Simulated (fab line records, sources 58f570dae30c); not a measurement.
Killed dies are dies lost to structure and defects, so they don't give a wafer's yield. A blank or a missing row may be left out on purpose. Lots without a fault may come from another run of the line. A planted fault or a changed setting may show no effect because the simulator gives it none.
fab line records | flow berkeley_cmos170 | part 1 of 2: steps 1 to 32 of 44
record lots=5 wafers=15 last_day=12
route steps=331 shown PWELL@39 WELLDRIVE@55 ACTIVE@60 PFIELD@79
lots that met no fault: from a run of the same line without faults
start_h: hours from the record's first day to the start of the lot's first wafer shown | wait_h: hours since the lot's step before | " the same as in the row above | L1.1+2: a row that stands for several wafers | - no value, or no start given | * or withheld: withheld | < > ~ a bound
route shown NAME@n: a module of which the file shows steps, and the number in the route of the first | usual: mean/standard deviation of fault-free wafers | same: alike in all rows | chamber/n: place in a boat | sites: the reading at each site | _std_site: their standard deviation | _edge_site: outer sites' mean less inner sites' | radius_mm: how far each site lies from the wafer's centre | mask NAME#n: copy n | behind: the tool/chamber that last shaped the wafer | hold: why the lot was held/for how many hours/how that ended | device: the transistor (n, p or np) that didn't switch | end of line: the same wafers' tests at the end of the route | a step without rows: its recipe alone | killed: dies lost to structure and defects at the first sort, not the wafer's yield | map: a wafer's dies, x killed, . not, _ none there
set.NAME: the setting as run; set.NAME@STEP: as run at that earlier step | model.NAME: the simulator's own value behind a step, which no gauge read
lots at some steps of the route; a table a step, a row a wafer
services: from which hour (start_h, from the record's first day; less than 0 if before it) a tool's chamber was out of use, for how many hours, and why
## steps
# step UCB170_PWELL_CVD_05
# recipe material=Si3N4 target_thk_nm=220 temp_c=800 precursor=SiH2Cl2/NH3 time_s=3300 pressure_mtorr=200 sih2cl2_flow_sccm=25 nh3_flow_sccm=75
# usual spike_tc_load_C=822/3.2
# columns lot.wafer tool chamber start_h wait_h spike_tc_load_C
L078.1 lpcvd-02 0 65.29 0.7 820
L078.2 " 0 " " 820
L078.3 " 0 " " 818
L080.1 lpcvd-02 0 84.01 1.3 819
L080.3 " 0 " " 818
L080.5 " 0 " " 819
L088.1 lpcvd-02 0 120.89 0.0 820
L088.2 " 0 " " 816
L088.3 " 0 " " 820
L091.4 lpcvd-01 0 131.57 0.1 828
L091.5 " 0 " " 826
L091.6 " 0 " " 827
L097.2 lpcvd-02 1 158.01 0.7 821
L097.3 " 1 " " 822
L097.5 " 1 " " 822
# step UCB170_PWELL_THK_MEAS_06
# recipe reads=Si3N4_of_PWELL_CVD_05
# usual PWELL_NITRIDE_THK=221.3/1.6
# columns lot.wafer tool chamber start_h wait_h PWELL_NITRIDE_THK[nm]
L078.1 film_metro-01 - 67.20 0.0 221.6
L078.2 " - " " 222.4
L078.3 " - " " 221.0
L080.1 film_metro-03 - 85.93 0.0 221.7
L080.3 " - " " 219.8
L080.5 " - " " 219.6
L088.1 film_metro-01 - 122.81 0.0 219.5
L088.2 " - " " 220.6
L088.3 " - " " 218.7
L091.4 film_metro-03 - 133.52 0.0 221.6
L091.5 " - " " 221.2
L091.6 " - " " 221.3
L097.2 film_metro-01 - 159.94 0.0 220.2
L097.3 " - " " 221.0
L097.5 " - " " 220.0
# step UCB170_PWELL_HMDS_07
# recipe prime_time_s=60 prime_temp_c=100
# columns lot.wafer tool chamber start_h wait_h
L078.1+2+3 litho_track-04 0 67.49 0.3
L080.1+3+5 litho_track-01 0 86.52 0.6
L088.1+2+3 litho_track-04 0 122.87 0.1
L091.4+5+6 litho_track-01 0 134.22 0.7
L097.2+3+5 litho_track-01 0 160.86 0.9
# step UCB170_PWELL_COAT_08
# recipe resist=KrF spin_rpm=1500 resist_thk_nm=900
# columns lot.wafer tool chamber start_h wait_h
L078.1+2+3 litho_track-04 0 67.64 0.1
L080.1+3+5 litho_track-01 0 86.67 0.1
L088.1+2+3 litho_track-04 0 123.02 0.1
L091.4+5+6 litho_track-01 0 134.37 0.1
L097.2+3+5 litho_track-01 0 161.01 0.1
# step UCB170_PWELL_SOFTBAKE_09
# recipe resist=KrF temp_c=130 time_s=60
# columns lot.wafer tool chamber start_h wait_h
L078.1+2+3 litho_track-04 0 67.79 0.1
L080.1+3+5 litho_track-01 0 86.82 0.1
L088.1+2+3 litho_track-04 0 123.17 0.1
L091.4+5+6 litho_track-01 0 134.52 0.1
L097.2+3+5 litho_track-01 0 161.16 0.1
# step UCB170_PWELL_EXPOSE_10
# recipe mask_id=PWELL target_cd_nm=3000 na=0.5 sigma_outer=0.6 source_shape=conventional dose_mj=19
# columns lot.wafer tool chamber start_h wait_h mask
L078.1+2+3 krf_scanner-02 0 67.95 0.1 PWELL#0
L080.1+3+5 krf_scanner-02 0 87.08 0.2 PWELL#0
L088.1+2+3 krf_scanner-02 0 123.32 0.1 PWELL#0
L091.4+5+6 krf_scanner-02 0 134.65 0.1 PWELL#0
L097.2+3+5 krf_scanner-02 0 161.43 0.2 PWELL#0
# step UCB170_PWELL_PEB_11
# recipe peb_temp_c=130 peb_time_s=withheld resist=KrF
# columns lot.wafer tool chamber start_h wait_h
L078.1+2+3 litho_track-04 0 68.07 0.1
L080.1+3+5 litho_track-01 0 88.07 1.0
L088.1+2+3 litho_track-04 0 124.22 0.9
L091.4+5+6 litho_track-04 0 135.00 0.3
L097.2+3+5 litho_track-01 0 162.31 0.9
# step UCB170_PWELL_DEVELOP_12
# recipe developer=TMAH develop_time_s=45 resist=KrF dev_temp_c=21
# columns lot.wafer tool chamber start_h wait_h
L078.1+2+3 litho_track-04 0 - -
L080.1+3+5 litho_track-01 0 - -
L088.1+2+3 litho_track-04 0 - -
L091.4+5+6 litho_track-04 0 - -
L097.2+3+5 litho_track-01 0 - -
# step UCB170_PWELL_OVL_MEAS_13
# usual PWELL_OVL=3/5.7
# columns lot.wafer tool chamber start_h wait_h PWELL_OVL[nm]
L078.1 overlay-02 - 68.35 - 7
L078.2 " - " " -1
L078.3 " - " " -2
L080.1 overlay-01 - 88.35 - 10
L080.3 " - " " 8
L080.5 " - " " 5
L088.1 overlay-02 - 124.49 - 1
L088.2 " - " " 1
L088.3 " - " " 4
L091.4 overlay-02 - 135.21 - 3
L091.5 " - " " -3
L091.6 " - " " 4
L097.2 overlay-01 - 162.56 - 7
L097.3 " - " " 18
L097.5 " - " " 13
# step UCB170_PWELL_ETCH_14
# recipe chemistry=CH3F/Ar/O2 target=Si3N4 stop_on=SiO2 CH3F_flow_sccm=20 Ar_flow_sccm=50 O2_flow_sccm=7 pressure_mtorr=50 rf_w=450 target_depth_a=2420 over_etch_frac=0.1028 time_s=151
# usual drypump_motor_current_A=6.0/0.45 oes_product_au=0.953/0.012 throttle_valve_pct=8.14/0.15
# columns lot.wafer tool chamber start_h wait_h drypump_motor_current_A oes_product_au rf_hours_counter_h throttle_valve_pct
L078.1 rie_diel-02 1 68.38 0.0 6.5 0.965 50 8.01
L078.2 " 0 " " 5.8 0.950 123 8.20
L078.3 " 3 " " 6.5 0.938 79 8.06
L080.1 rie_diel-04 3 88.38 0.0 5.4 0.976 20 8.11
L080.3 " 1 " " 5.6 0.929 37 8.07
L080.5 " 1 " " 5.6 0.939 - 8.06
L088.1 rie_diel-04 3 124.53 0.0 5.4 0.963 22 8.11
L088.2 " 0 " " 5.5 0.950 16 8.15
L088.3 " 2 " " 6.6 0.938 124 8.18
L091.4 rie_diel-03 1 135.23 0.0 5.2 0.961 15 8.31
L091.5 " 2 " " 6.6 0.950 - 8.25
L091.6 " 1 " " 5.2 0.956 - 8.30
L097.2 rie_diel-03 3 162.59 0.0 6.1 0.954 112 7.80
L097.3 " 0 " " 6.2 0.973 150 8.19
L097.5 " 3 " " 6.1 0.953 - 7.79
# step UCB170_PWELL_IMPLANT_15
# recipe species=B dose_cm2=5e+12 energy_kev=60 tilt_deg=7
# usual dose_ions_cm2=5e+12/6.1e+09
# columns lot.wafer tool chamber start_h wait_h dose_ions_cm2
L078.1 implanter-01 0 68.48 0.1 5.005e+12
L078.2 " 0 " " 5.016e+12
L078.3 " 0 " " 5.02e+12
L080.1 implanter-02 0 88.48 0.1 5.007e+12
L080.3 " 0 " " 5.01e+12
L080.5 " 0 " " 5.003e+12
L088.1 implanter-01 0 124.63 0.1 4.998e+12
L088.2 " 0 " " 5.003e+12
L088.3 " 0 " " 5.004e+12
L091.4 implanter-04 0 135.41 0.1 4.992e+12
L091.5 " 0 " " 5.003e+12
L091.6 " 0 " " 5.002e+12
L097.2 implanter-02 0 162.72 0.1 5.001e+12
L097.3 " 0 " " 4.995e+12
L097.5 " 0 " " 4.996e+12
# step UCB170_PWELL_STRIP_16
# recipe chemistry=O2 power_w=400 pressure_mtorr=3500 platen_temp_c=withheld o2_flow_sccm=400 overash_fraction=0.5
# usual drypump_motor_current_A=5.6/0.48 o2_flow_sccm=400.0/1.1 oes_product_au=0.721/0.004 strip_time_to_endpoint_s=18.08/0.079
# same overash_fraction=0.5
# columns lot.wafer tool chamber start_h wait_h drypump_motor_current_A o2_flow_sccm oes_product_au rf_hours_counter_h strip_time_to_endpoint_s
L078.1 plasma_asher-01 0 68.63 0.1 5.7 399.1 0.727 34 18.17
L078.2 " 1 " " 6.1 400.9 0.720 34 18.12
L078.3 " 1 " " 6.1 400.1 0.717 - 18.05
L080.1 plasma_asher-01 1 88.63 0.1 6.1 399.8 0.715 36 18.03
L080.3 " 0 " " 5.7 399.4 0.721 - 18.20
L080.5 " 0 " " 5.7 401.8 0.717 - 18.15
L088.1 plasma_asher-03 1 124.78 0.1 5.7 402.3 0.719 32 18.11
L088.2 " 0 " " 6.1 401.5 0.721 32 18.07
L088.3 " 1 " " 5.6 401.0 0.721 - 18.14
L091.4 plasma_asher-03 0 135.51 0.1 6.1 399.2 0.718 - 18.13
L091.5 " 1 " " 5.6 401.1 0.724 - 18.00
L091.6 " 0 " " 6.1 399.1 0.722 - 18.08
L097.2 plasma_asher-01 1 162.84 0.1 6.1 402.1 0.718 45 18.03
L097.3 " 0 " " 5.7 402.3 0.724 - 17.95
L097.5 " 1 " " 6.1 399.6 0.719 - 17.99
# step UCB170_PWELL_TW_MEAS_17
# usual PWELL_TW=378/3.6
# columns lot.wafer tool chamber start_h wait_h PWELL_TW
L078.1 film_metro-03 - 68.73 0.1 380
L078.2 " - " " 381
L078.3 " - " " 382
L080.1 film_metro-04 - 88.73 0.1 380
L080.3 " - " " 378
L080.5 " - " " 379
L088.1 film_metro-03 - 124.88 0.1 378
L088.2 " - " " 380
L088.3 " - " " 377
L091.4 film_metro-01 - 135.61 0.1 370
L091.5 " - " " 371
L091.6 " - " " 372
L097.2 film_metro-01 - 162.95 0.1 372
L097.3 " - " " 373
L097.5 " - " " 374
# step UCB170_PWELL_CLEAN_18
# recipe chemistry=SPM temp_c=120 time_s=600
# columns lot.wafer tool chamber start_h wait_h
L078.1+2+3 wet_bench-04 1 68.79 0.1
L080.1+3+5 wet_bench-03 3 88.82 0.1
L088.1+2+3 wet_bench-04 3 125.04 0.1
L091.4+5+6 wet_bench-04 1 135.64 0.0
L097.2+3+5 wet_bench-04 0 163.00 0.0
# step UCB170_PWELL_WET_ETCH_19
# recipe chemistry=H3PO4 target=Si3N4 temp_c=160 time_s=14400
# columns lot.wafer tool chamber start_h wait_h
L078.1+2+3 wet_bench-04 3 69.17 0.2
L080.1+3+5 wet_bench-03 0 89.17 0.2
L088.1+2+3 wet_bench-04 1 125.24 0.0
L091.4+5+6 wet_bench-04 3 135.82 0.0
L097.2+3+5 wet_bench-04 2 163.18 0.0
# step UCB170_PWELL_WET_ETCH_20
# recipe chemistry=BOE dilution=5:1 target=SiO2 temp_c=25 time_s=22
# columns lot.wafer tool chamber start_h wait_h
L078.1+2+3 wet_bench-03 1 73.55 0.0
L080.1+3+5 wet_bench-02 2 93.30 0.1
L088.1+2+3 wet_bench-04 2 130.14 0.9
L091.4+5+6 wet_bench-02 2 139.82 0.0
L097.2+3+5 wet_bench-04 1 167.19 0.0
# step UCB170_WELLDRIVE_CLEAN_00
# recipe chemistry=SPM temp_c=120 time_s=600
# columns lot.wafer tool chamber start_h wait_h
L078.1+2+3 wet_bench-02 1 73.56 0.0
L080.1+3+5 wet_bench-02 3 93.31 0.0
L088.1+2+3 wet_bench-04 2 130.35 0.2
L091.4+5+6 wet_bench-04 1 139.84 0.0
L097.2+3+5 wet_bench-04 2 167.20 0.0
# step UCB170_WELLDRIVE_OXIDATION_01
# recipe temp_c=1100 ambient=O2 target_thk_a=1990 ox_time_s=9000
# usual ox_temp_c=1099.9/0.52 spike_tc_load_C=1123.8/1.5
# columns lot.wafer tool chamber start_h wait_h ox_temp_c spike_tc_load_C
L078.1 furnace-02 0 77.97 4.2 1099.7 1125.6
L078.2 " 0 " " 1099.8 1126.6
L078.3 " 0 " " 1099.6 1126.5
L080.1 furnace-04 0 96.31 2.8 1100.5 1124.3
L080.3 " 0 " " 1100.8 1124.0
L080.5 " 0 " " 1101.0 1123.2
L088.1 furnace-04 0 131.59 1.1 1100.2 1124.9
L088.2 " 0 " " 1100.2 1122.7
L088.3 " 0 " " 1099.3 1124.8
L091.4 furnace-04 0 141.60 1.6 1099.1 1124.4
L091.5 " 0 " " 1099.2 1124.3
L091.6 " 0 " " 1099.6 1123.3
L097.2 furnace-04 0 168.97 1.6 1098.9 1123.9
L097.3 " 0 " " 1099.0 1123.5
L097.5 " 0 " " 1099.8 1122.7
# step UCB170_WELLDRIVE_THK_MEAS_02
# recipe reads=SiO2_of_WELLDRIVE_OXIDATION_01
# usual WELLDRIVE_OXIDE_THK=200/4.4
# columns lot.wafer tool chamber start_h wait_h WELLDRIVE_OXIDE_THK[nm]
L078.1 film_metro-03 - 81.47 0.0 203
L078.2 " - " " 203
L078.3 " - " " 203
L080.1 film_metro-04 - 99.81 0.0 198
L080.3 " - " " 200
L080.5 " - " " 203
L088.1 film_metro-03 - 135.09 0.0 201
L088.2 " - " " 202
L088.3 " - " " 203
L091.4 film_metro-03 - 145.13 0.0 194
L091.5 " - " " 195
L091.6 " - " " 194
L097.2 film_metro-04 - 172.48 0.0 198
L097.3 " - " " 196
L097.5 " - " " 198
# step UCB170_WELLDRIVE_ANNEAL_03
# recipe temp_c=1100 time_s=900 ambient=N2
# usual spike_tc_load_C=1124.3/2.3
# columns lot.wafer tool chamber start_h wait_h spike_tc_load_C
L078.1 furnace-04 0 84.28 2.8 1125.2
L078.2 " 0 " " 1125.3
L078.3 " 0 " " 1123.8
L080.1 furnace-02 0 101.50 1.7 1127.1
L080.3 " 0 " " 1129.2
L080.5 " 0 " " 1126.5
L088.1 furnace-03 0 136.79 1.7 1119.9
L088.2 " 0 " " 1120.5
L088.3 " 0 " " 1121.6
L091.4 furnace-02 0 147.75 2.6 1126.5
L091.5 " 0 " " 1124.7
L091.6 " 0 " " 1126.2
L097.2 furnace-04 0 175.32 2.8 1124.6
L097.3 " 0 " " 1125.1
L097.5 " 0 " " 1123.5
# step UCB170_WELLDRIVE_WET_ETCH_04
# recipe chemistry=BOE dilution=5:1 target=SiO2 temp_c=25 time_s=120
# columns lot.wafer tool chamber start_h wait_h
L078.1+2+3 wet_bench-04 0 85.86 0.3
L080.1+3+5 wet_bench-03 0 102.85 0.1
L088.1+2+3 wet_bench-03 3 138.11 0.1
L091.4+5+6 wet_bench-02 0 149.00 0.0
L097.2+3+5 wet_bench-03 1 176.65 0.1
# step UCB170_ACTIVE_CLEAN_00
# recipe chemistry=SPM temp_c=120 time_s=600
# columns lot.wafer tool chamber start_h wait_h
L078.1+2+3 wet_bench-03 2 86.07 0.1
L080.1+3+5 wet_bench-02 3 102.96 0.1
L088.1+2+3 wet_bench-02 0 138.32 0.2
L091.4+5+6 wet_bench-03 2 149.05 0.0
L097.2+3+5 wet_bench-02 0 176.72 0.0
# step UCB170_ACTIVE_CLEAN_01
# recipe chemistry=dHF dilution=25:1 time_s=60
# columns lot.wafer tool chamber start_h wait_h
L078.1+2+3 wet_bench-04 2 86.29 0.0
L080.1+3+5 wet_bench-02 0 103.31 0.2
L088.1+2+3 wet_bench-02 2 138.51 0.0
L091.4+5+6 wet_bench-04 1 149.24 0.0
L097.2+3+5 wet_bench-02 3 176.89 0.0
# step UCB170_ACTIVE_OXIDATION_02
# recipe temp_c=1000 ambient=O2 target_thk_a=264 ox_time_s=1260
# usual ox_temp_c=1000.0/0.45 spike_tc_load_C=1022.4/2.2
# columns lot.wafer tool chamber start_h wait_h ox_temp_c spike_tc_load_C
L078.1 furnace-04 0 89.46 3.1 1000.0 1023.1
L078.2 " 0 " " 999.9 1022.8
L078.3 " 0 " " 1000.1 1023.1
L080.1 furnace-01 0 105.33 2.0 999.6 1025.0
L080.3 " 0 " " 999.8 1026.7
L080.5 " 0 " " 1000.5 1023.0
L088.1 furnace-03 0 142.14 3.6 999.3 1019.2
L088.2 " 0 " " 1000.5 1019.8
L088.3 " 0 " " 999.1 1018.3
L091.4 furnace-04 0 149.27 0.0 1000.2 1023.3
L091.5 " 0 " " 1000.3 1022.6
L091.6 " 0 " " 999.9 1021.0
L097.2 furnace-03 0 179.21 2.3 1000.1 1020.1
L097.3 " 0 " " 999.9 1020.2
L097.5 " 0 " " 999.5 1021.1
# step UCB170_ACTIVE_THK_MEAS_03
# recipe reads=SiO2_of_ACTIVE_OXIDATION_02
# usual ACTIVE_OXIDE_THK=26.4/0.42
# columns lot.wafer tool chamber start_h wait_h ACTIVE_OXIDE_THK[nm]
L078.1 film_metro-03 - 90.81 0.0 26.7
L078.2 " - " " 26.7
L078.3 " - " " 26.7
L080.1 film_metro-03 - 106.68 0.0 26.4
L080.3 " - " " 26.2
L080.5 " - " " 26.0
L088.1 film_metro-03 - 143.49 0.0 26.7
L088.2 " - " " 26.2
L088.3 " - " " 26.3
L091.4 film_metro-01 - 150.69 0.1 26.7
L091.5 " - " " 26.6
L091.6 " - " " 26.8
L097.2 film_metro-01 - 180.57 0.0 26.5
L097.3 " - " " 26.4
L097.5 " - " " 26.4
# step UCB170_ACTIVE_ANNEAL_04
# recipe temp_c=1000 time_s=900 ambient=N2
# usual spike_tc_load_C=1022.5/2.3
# columns lot.wafer tool chamber start_h wait_h spike_tc_load_C
L078.1 furnace-04 0 93.81 3.0 1021.5
L078.2 " 0 " " 1022.3
L078.3 " 0 " " 1024.4
L080.1 furnace-03 0 111.17 4.5 1020.9
L080.3 " 0 " " 1019.1
L080.5 " 0 " " 1021.3
L088.1 furnace-01 0 147.43 3.9 1024.1
L088.2 " 0 " " 1023.6
L088.3 " 0 " " 1024.7
L091.4 furnace-03 0 154.32 3.6 1021.2
L091.5 " 0 " " 1020.6
L091.6 " 0 " " 1019.4
L097.2 furnace-01 0 182.50 1.9 1025.3
L097.3 " 0 " " 1023.3
L097.5 " 0 " " 1024.6
# step UCB170_ACTIVE_CVD_05
# recipe material=Si3N4 target_thk_nm=220 temp_c=800 precursor=SiH2Cl2/NH3 time_s=3300 pressure_mtorr=200 sih2cl2_flow_sccm=25 nh3_flow_sccm=75
# usual spike_tc_load_C=824/3.2
# columns lot.wafer tool chamber start_h wait_h spike_tc_load_C
L078.1 lpcvd-01 0 96.73 1.7 828
L078.2 " 0 " " 828
L078.3 " 0 " " 829
L080.1 lpcvd-01 1 112.42 0.0 823
L080.3 " 1 " " 822
L080.5 " 1 " " 823
L088.1 lpcvd-02 0 149.59 0.9 818
L088.2 " 0 " " 821
L088.3 " 0 " " 820
L091.4 lpcvd-01 0 155.57 0.0 829
L091.5 " 0 " " 827
L091.6 " 0 " " 827
L097.2 lpcvd-01 1 183.91 0.2 823
L097.3 " 1 " " 823
L097.5 " 1 " " 823
# step UCB170_ACTIVE_THK_MEAS_06
# recipe reads=Si3N4_of_ACTIVE_CVD_05
# usual ACTIVE_NITRIDE_THK=220.6/2.7
# columns lot.wafer tool chamber start_h wait_h ACTIVE_NITRIDE_THK[nm]
L078.1 film_metro-01 - 98.65 0.0 226.7
L078.2 " - " " 225.5
L078.3 " - " " 225.8
L080.1 film_metro-02 - 114.34 0.0 214.9
L080.3 " - " " 214.2
L080.5 " - " " 214.1
L088.1 film_metro-03 - 151.51 0.0 222.2
L088.2 " - " " 222.2
L088.3 " - " " 223.0
L091.4 film_metro-02 - 157.52 0.0 218.2
L091.5 " - " " 217.8
L091.6 " - " " 220.6
L097.2 film_metro-03 - 185.83 0.0 219.3
L097.3 " - " " 218.5
L097.5 " - " " 220.4
# step UCB170_ACTIVE_HMDS_07
# recipe prime_time_s=60 prime_temp_c=100
# columns lot.wafer tool chamber start_h wait_h
L078.1+2+3 litho_track-04 0 99.43 0.8
L080.1+3+5 litho_track-03 0 114.56 0.2
L088.1+2+3 litho_track-04 0 152.09 0.6
L091.4+5+6 litho_track-04 0 157.72 0.2
L097.2+3+5 litho_track-02 0 186.34 0.5
# step UCB170_ACTIVE_COAT_08
# recipe resist=KrF spin_rpm=1500 resist_thk_nm=900
# columns lot.wafer tool chamber start_h wait_h
L078.1+2+3 litho_track-04 0 99.58 0.1
L080.1+3+5 litho_track-03 0 114.71 0.1
L088.1+2+3 litho_track-04 0 152.24 0.1
L091.4+5+6 litho_track-04 0 157.87 0.1
L097.2+3+5 litho_track-02 0 186.49 0.1
# step UCB170_ACTIVE_SOFTBAKE_09
# recipe resist=KrF temp_c=130 time_s=60
# columns lot.wafer tool chamber start_h wait_h
L078.1+2+3 litho_track-04 0 99.73 0.1
L080.1+3+5 litho_track-03 0 114.86 0.1
L088.1+2+3 litho_track-04 0 152.39 0.1
L091.4+5+6 litho_track-04 0 158.02 0.1
L097.2+3+5 litho_track-02 0 186.64 0.1
# step UCB170_ACTIVE_EXPOSE_10
# recipe mask_id=ACTIVE target_cd_nm=1200 na=0.5 sigma_outer=0.6 source_shape=conventional dose_mj=20
# columns lot.wafer tool chamber start_h wait_h mask
L078.1+2+3 krf_scanner-01 0 100.01 0.2 ACTIVE#0
L080.1+3+5 krf_scanner-02 0 115.01 0.1 ACTIVE#0
L088.1+2+3 krf_scanner-02 0 152.54 0.1 ACTIVE#0
L091.4+5+6 krf_scanner-01 0 158.42 0.4 ACTIVE#0
L097.2+3+5 krf_scanner-01 0 186.85 0.2 ACTIVE#0
